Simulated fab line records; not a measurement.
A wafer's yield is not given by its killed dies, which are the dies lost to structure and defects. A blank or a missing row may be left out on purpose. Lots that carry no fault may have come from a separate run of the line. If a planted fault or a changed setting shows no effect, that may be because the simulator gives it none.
A struck lot beside a sound one | flow rit_cmos | 15 steps out of a route of 202
Sound: these wafers, L110.2, L110.4, L110.6. Wafers struck: L118.2, L118.3, L118.6. The cause is named last.
For every step that has rows: the tool of each side, followed by ch and its chambers, followed by its first start. Under that, the readings that differ: sound wafers | struck wafers | difference of the means | sigmas: that difference in standard deviations of wafers without a fault.
alike: words and numbers the same on both sides, and readings whose means are apart by under 2 such deviations; not compared: readings that were withheld, readings missing a value for some wafer, numbers with overlapping values and no deviation given by the record, and bounds like >300 which may hide the same value.
A row with sigmas, a row that says differs or no value, or rows on one side alone: a step with any of these is where the two part. Numbers that don't overlap but have no deviation are shown without sigmas and don't part them. A reading that every wafer of one side lacks parts them only if that side has two wafers or more.

first, 4 steps without rows for these wafers: RIT_ACTIVE_SOFTBAKE_07 (time 58.26 s); RIT_ACTIVE_EXPOSE_08 (exposes mask M1, target cd 1400 nm); RIT_ACTIVE_PEB_09; RIT_ACTIVE_DEVELOP_10 (develop time 50 s).
RIT_ACTIVE_CD_MEAS_11: the cd target is 1400 nm.
  sound: cd_sem-01 at day 1 15:55; struck: cd_sem-02 at day 3 06:28
  alike: cd_nm
then, 1 step without rows for these wafers: RIT_ACTIVE_HARDBAKE_12 (time 60 s).
RIT_ACTIVE_ETCH_13: etches Si3N4 in SF6, stops on SiO2, time 210 s, target depth 210 nm.
  sound on rie_diel-02 ch 0,2, day 1 16:10; struck on rie_diel-04 ch 0,1,3, day 3 06:43
  alike: drypump_motor_current_A, oes_product_au, throttle_valve_pct
  not compared: rf_hours_counter_h
RIT_ACTIVE_STRIP_14: strips in O2, time 180 s.
  sound on plasma_asher-01 ch 0,1, day 1 16:18; struck on plasma_asher-02 ch 0,1, day 3 06:50
  alike: drypump_motor_current_A
  not compared: rf_hours_counter_h
RIT_ACTIVE_CD_MEAS_90: the cd target is 1400 nm.
  sound: cd_sem-02 at day 1 16:29; struck: cd_sem-01 at day 3 07:02
  alike: cd_nm
then, 3 steps without rows for these wafers: RIT_ACTIVE_CLEAN_15 (cleans in SC1, time 600 s); RIT_ACTIVE_CLEAN_16 (cleans in dHF, time 30 s); RIT_ACTIVE_CLEAN_17 (cleans in SC2, time 600 s).
RIT_FOX1_OXIDATION_00: target thk 350.7 nm, ox time 1130 s.
  sound on furnace-01 ch 0, day 1 18:18; struck on furnace-01 ch 0, day 3 09:07
  reading                                     | sound                | struck               | difference | sigmas
  spike_tc_centre_C (C)                       | 1099.8 1102.1 1101.5 | 1090.1 1089.9 1090.0 | -11.1      | -12
  spike_tc_load_C (C)                         | 1128.9 1129.3 1128.3 | 1117.9 1118.1 1117.2 | -11.1      | -5
  spike_tc_source_C (C)                       | 1129.2 1129.9 1128.6 | 1118.7 1113.9 1115.0 | -13.4      | -10
  tube_center_temp_C (C)                      | 1100.1 1099.9 1099.9 | 1088.1 1088.1 1088   | -11.9      | -99 or more
  tube_center_temp_C_max                      | 1102.6 1102.6 1102.7 | 1091.3 1090.9 1091.2 | -11.5      | -24
  zone_power_source_pct (%)                   | 44.2 44.5 44.0       | 42.7 42.9 42.7       | -1.5       | -2
  model.SiO2_of_FOX1_OXIDATION_00.thk_nm (nm) | 350 349.1 354.4      | 337.6 341.6 335.9    | -12.8      |
RIT_FOX1_THK_MEAS_01:
  sound: film_metro-01 at day 1 19:37; struck: film_metro-04 at day 3 10:26
  reading             | sound       | struck      | difference | sigmas
  FOX1_OXIDE_THK (nm) | 350 349 354 | 338 341 336 | -13        | -2
RIT_M1_PROBE_99:
  sound: prober-01 at day 3 13:00; struck: prober-02 at day 5 03:35
  alike: killed_at_M0_to_M3, killed_at_front_end, killed_dies, killed_open, killed_short
  not compared: model.etest.poly_comb_over_steps.leak_log10_a_um

== WHERE THEY PART ==
Earliest at RIT_FOX1_OXIDATION_00; latest, in this record, at RIT_FOX1_THK_MEAS_01. Later steps at which nothing parts them and some readings are alike: RIT_M1_PROBE_99.

WHY: the cause the simulator had injected
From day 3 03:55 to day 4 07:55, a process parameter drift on furnace-01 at RIT_FOX1_OXIDATION_00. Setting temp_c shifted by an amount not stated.
